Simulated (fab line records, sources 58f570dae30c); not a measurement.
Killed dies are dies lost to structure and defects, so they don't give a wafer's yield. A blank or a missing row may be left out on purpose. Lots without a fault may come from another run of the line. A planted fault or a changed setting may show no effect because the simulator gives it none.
One fault seen from 2 desks | flow berkeley_cmos170 | each desk has only its own numbers; what lay behind them comes last

THE METROLOGY DESK
What the gauges read, lot by lot, whatever tool the lot ran on: means of the sampled wafers that have a number. A lot is out of limits, marked OUT, if its mean lies more than 4 standard deviations from the usual mean; the brackets give that distance.
Columns: A = cd_nm at UCB170_CONTACT_CD_MEAS_15, usual 700.5 nm; B = CONTACT_OVL at UCB170_CONTACT_OVL_MEAS_16, usual 0 nm
lot  | first seen here | A     | B
L579 | day 9 01:30     | 697.1 | 7
L581 | day 9 23:02     | 698.8 | 0
L590 | day 11 12:51    | 700.6 | -1
L588 | day 11 15:35    | 700.4 | -3
L596 | day 12 19:52    | 700.1 | -2
L597 | day 13 05:34    | 701.0 | -8
This desk's finding: nothing out of limits on any of the 6 lots.

THE TOOL OWNER'S DESK: rie_diel-03
The tool's own readings at UCB170_CONTACT_ETCH_18 (etches PSG in CHF3/CF4/Ar, stops on TiSi2, target depth 840 nm, time 195 s): means of the sampled wafers that have a number, for each lot that ran on this tool. A lot is out of limits, marked OUT, if its mean lies more than 4 standard deviations from the usual mean; the brackets give that distance.
Columns: A = drypump_motor_current_A at UCB170_CONTACT_ETCH_18, usual 5.7 A; B = oes_product_au at UCB170_CONTACT_ETCH_18, usual 0.904 a.u.; C = throttle_valve_pct at UCB170_CONTACT_ETCH_18, usual 6.88 %
lot  | first seen here | A   | B               | C
L579 | day 9 01:00     | 5.4 | 0.908           | 6.91
L581 | day 9 23:00     | 6.1 | 0.899           | 6.84
L596 | day 12 20:00    | 5.2 | 0.743 (-11) OUT | 6.86
L597 | day 13 05:00    | 5.2 | 0.747 (-10) OUT | 6.86
This desk's finding: out of limits on L596, L597; first on L596, day 12 20:00 (oes_product_au at UCB170_CONTACT_ETCH_18). In limits: L579, L581.

PUT TOGETHER
The tool owner's desk could have raised an alarm at day 12 20:00, on L596, L597.
The metrology desk saw nothing out of limits.
The metrology desk has L596, L597 on record, within its limits.
Of the lots named, all ran UCB170_CONTACT_ETCH_18 on rie_diel-03.

WHAT THE SIMULATOR HAD PUT IN
Process parameter drift: rie_diel-03, from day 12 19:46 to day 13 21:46, at UCB170_CONTACT_ETCH_18. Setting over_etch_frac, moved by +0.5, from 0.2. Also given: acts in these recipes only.
Lots struck among those shown: L596, L597.
Hours from the fault's start to each desk's first reading out of limits: the tool owner's desk, 0.
